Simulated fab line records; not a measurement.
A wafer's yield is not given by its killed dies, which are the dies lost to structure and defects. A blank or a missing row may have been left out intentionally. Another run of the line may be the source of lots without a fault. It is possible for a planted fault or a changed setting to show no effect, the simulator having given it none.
A struck lot beside a sound one || flow berkeley_cmos170 || 15 out of 331 route steps
Sound: the wafers L857.4, L857.5, L857.6. Struck: wafers L863.2, L863.3, L863.4. The cause is named last.
Each step with rows lists, per side, the tool, then ch with its chambers, then its first start. Under that, the readings that differ: sound wafers || struck wafers || difference of the means || sigmas: that difference in standard deviations of wafers without a fault.
alike: readings with means less than 2 such deviations apart, plus words and numbers identical on both sides. not compared: withheld readings, readings lacking a value on some wafer, bounds such as >300 that could conceal the same value, and numbers that have no deviation in the record and whose values overlap.
A row with sigmas, a row that says differs or no value, or rows on one side alone: a step with any of these is where the two part. Numbers that have no deviation but don't overlap get no sigmas and don't part them. A reading that every wafer of one side lacks parts them only if that side has two wafers or more.

UCB170_V1_CMP_02: polishes SiO2.
  sound on cmp-01 ch 0,2,3, day 9 03:01; struck on cmp-02 ch 1,2,3, day 10 00:41
  alike: motor_current_A
UCB170_V1_BOW_MEAS_03:
  struck on film_metro-01, day 10 01:01; sound on film_metro-01, day 9 03:16
  alike: V1_BOW
UCB170_V1_THK_MEAS_04:
  struck on film_metro-01, day 10 01:07; sound on film_metro-01, day 9 03:22
  alike: V1_POLISHED_THK
then, 7 steps without rows for these wafers: UCB170_V1_CLEAN_05 (cleans in DIW); UCB170_V1_HMDS_06 (prime time 60 s); UCB170_V1_COAT_07 (resist thk 900 nm); UCB170_V1_SOFTBAKE_08 (time 58.18 s); UCB170_V1_EXPOSE_09 (exposes mask VIA1, target cd 700 nm); UCB170_V1_PEB_10; UCB170_V1_DEVELOP_11 (develop time 45 s).
UCB170_V1_CD_MEAS_12: target cd 700 nm.
  struck on cd_sem-01, day 10 02:21; sound on cd_sem-01, day 9 05:07
  alike: cd_nm
UCB170_V1_OVL_MEAS_13:
  struck on overlay-01, day 10 02:28; sound on overlay-02, day 9 05:11
  alike: V1_OVL
UCB170_V1_ETCH_14: etches SiO2 in CHF3/CF4/Ar, stops on Al, target depth 1250 nm, time 299.3 s.
  sound on rie_diel-02 ch 0,1,3, day 9 05:18; struck on rie_diel-04 ch 1,2,3, day 10 02:29
  no value came back on the struck wafers for any of 6 readings (CHF3_flow_sccm (sccm), cf4_flow_sccm (sccm) and others); on the sound wafers CHF3_flow_sccm (sccm) reads 45.23 44.86 45.07
{"reading": "model.KrF_of_V1_COAT_07.thk_nm (nm)", "sound": "606.2 604 605.2", "struck": "884.4 884.1 884.1", "difference": "+279.1", "sigmas": ""}
  not compared: rf_hours_counter_h
UCB170_V1_STRIP_15: strips in O2.
  sound on plasma_asher-01 ch 0,1, day 9 05:25; struck on plasma_asher-03 ch 0,1, day 10 02:40
{"reading": "oes_product_au (a.u.)", "sound": "0.723 0.718 0.723", "struck": "0.737 0.727 0.733", "difference": "+0.011", "sigmas": "+2"}
{"reading": "strip_time_to_endpoint_s (s)", "sound": "15.23 15.18 15.19", "struck": "21.59 21.59 21.59", "difference": "+6.39", "sigmas": "+43"}
  alike: drypump_motor_current_A
  not compared: rf_hours_counter_h
UCB170_V1_CD_MEAS_90: target cd 700 nm.
  struck on cd_sem-02, day 10 02:47; sound on cd_sem-01, day 9 05:32
{"reading": "cd_nm (nm)", "sound": "699.4 700.0 701.1", "struck": "- - -", "difference": "no value on the struck wafers", "sigmas": ""}

## WHERE THEY PART
At UCB170_V1_ETCH_14 first; at UCB170_V1_CD_MEAS_90 last (within this record only).

WHY: what had been put in by the simulator
Entire step skipped (rie_diel-04, UCB170_V1_ETCH_14), from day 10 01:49 onward. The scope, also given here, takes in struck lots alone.
